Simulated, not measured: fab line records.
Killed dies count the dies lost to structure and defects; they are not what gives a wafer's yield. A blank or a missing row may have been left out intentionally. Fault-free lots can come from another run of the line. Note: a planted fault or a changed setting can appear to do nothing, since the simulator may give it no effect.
A struck lot beside a sound one ; flow rit_cmos ; 17 out of 202 route steps
Sound: the wafers L348.1, L348.2, L348.4. Struck: wafers L351.2, L351.5, L351.6. The cause comes at the end.
Each step with rows lists, per side, the tool, then ch with its chambers, then its first start. Under that, the readings that differ: sound wafers ; struck wafers ; difference of the means ; sigmas: that difference in standard deviations of wafers without a fault.
alike: same words and numbers on both sides, and readings whose means sit less than 2 such deviations apart. not compared: any withheld reading, any reading some wafer has no value for, any bound like >300 that may hide the same value, and any number with overlapping values for which the record gives no deviation.
A row with sigmas, a row that says differs or no value, or rows on one side alone: a step with any of these is where the two part. Numbers that have no deviation but don't overlap get no sigmas and don't part them. A reading missing from all wafers of one side parts the sides only when that side holds two or more wafers.

RIT_NWELL_TW_MEAS_10:
  sound: film_metro-01 at day 3 02:44; struck: film_metro-02 at day 3 18:01
reading;sound;struck;difference;sigmas
NWELL_TW;2145 2146 2143;2180 2180 2183;+36;+3
then, 6 steps without rows for these wafers: RIT_PWELL_HMDS_00 (prime time 60 s); RIT_PWELL_COAT_01 (resist thk 1300 nm); RIT_PWELL_SOFTBAKE_02 (time 60 s); RIT_PWELL_EXPOSE_03 (exposes mask M3, target cd 43700 nm); RIT_PWELL_PEB_04; RIT_PWELL_DEVELOP_05 (develop time 68 s).
RIT_PWELL_OVL_MEAS_06:
  sound: overlay-02 at day 3 03:57; struck: overlay-01 at day 3 19:07
  alike: PWELL_OVL
then, 2 steps without rows for these wafers: RIT_PWELL_HARDBAKE_07 (time 120 s); RIT_PWELL_IMPLANT_08.
RIT_PWELL_STRIP_09: strips in O2, time 180 s.
  sound on plasma_asher-01 ch 0,1, day 3 04:23; struck on plasma_asher-02 ch 0,1, day 3 19:32
  alike: drypump_motor_current_A
  not compared: rf_hours_counter_h
RIT_PWELL_TW_MEAS_10:
  sound: film_metro-03 at day 3 04:34; struck: film_metro-02 at day 3 19:43
  alike: PWELL_TW
RIT_WELLDRIVE_ANNEAL_00: time 14700 s.
  sound on furnace-02 ch 0, day 3 04:37; struck on furnace-02 ch 0, day 3 20:55
reading;sound;struck;difference;sigmas
spike_tc_centre_C (C);1104.7 1104.9 1103.2;1068.6 1069.4 1068.0;-35.6;-32
zone_power_centre_pct (%);55.4 54.6 55.0;35.9 35.8 36.6;-18.9;-10
  alike: spike_tc_load_C
RIT_WELLDRIVE_RS_MEAS_01: measurement is done with a four-point probe.
  sound: film_metro-01 at day 3 09:43; struck: film_metro-02 at day 4 02:01
reading;sound;struck;difference;sigmas
NWELL_RS (ohm/sq);275.9 276.4 276.6;298.1 297.8 295.0;+20.7;+26
RIT_WELLDRIVE_RS_MEAS_02: measurement is done with a four-point probe.
  sound: film_metro-01 at day 3 09:50; struck: film_metro-02 at day 4 02:08
reading;sound;struck;difference;sigmas
PWELL_RS (ohm/sq);430.4 429.6 430.2;453.7 455.2 450.6;+23.1;+19
then, 1 step without rows for these wafers: RIT_NRETRO_HMDS_00 (prime time 60 s).
RIT_M1_PROBE_99:
  sound: prober-01 at day 4 14:55; struck: prober-02 at day 5 07:43
reading;sound;struck;difference;sigmas
model.etest.pmos_0p3.r_on_ohm_um;6189 6188 6095;6375 6292 6524;+240;
model.etest.nwell_pinched.rs_ohm_sq;340.5 345.4 339.4;380.5 388.8 377.9;+40.6;
model.etest.pwell_pinched.rs_ohm_sq;462.9 466.9 458.6;481.4 488.7 474.9;+18.9;
model.etest.pwell.rs_ohm_sq;416 421.8 419.9;436 436 430.1;+15;
model.etest.pmos_narrow.drive_ua_um;102.3 104.5 104.9;95.06 97.73 95.02;-7.96;
model.etest.pmos_0p3.drive_ua_um;101.7 103.9 104.8;95.92 97.71 94.67;-7.37;
  alike: killed_at_M0_to_M3, killed_at_contacts, killed_at_front_end, killed_dies, killed_open, killed_short
  not compared: model.etest.field_n.vt_v, model.etest.field_p_metal.vt_v

## WHERE THEY PART
First at RIT_NWELL_TW_MEAS_10; last, within this record, at RIT_WELLDRIVE_RS_MEAS_02. Later steps at which nothing parts them and some readings are alike: RIT_M1_PROBE_99.

WHY: whatever the simulator had introduced
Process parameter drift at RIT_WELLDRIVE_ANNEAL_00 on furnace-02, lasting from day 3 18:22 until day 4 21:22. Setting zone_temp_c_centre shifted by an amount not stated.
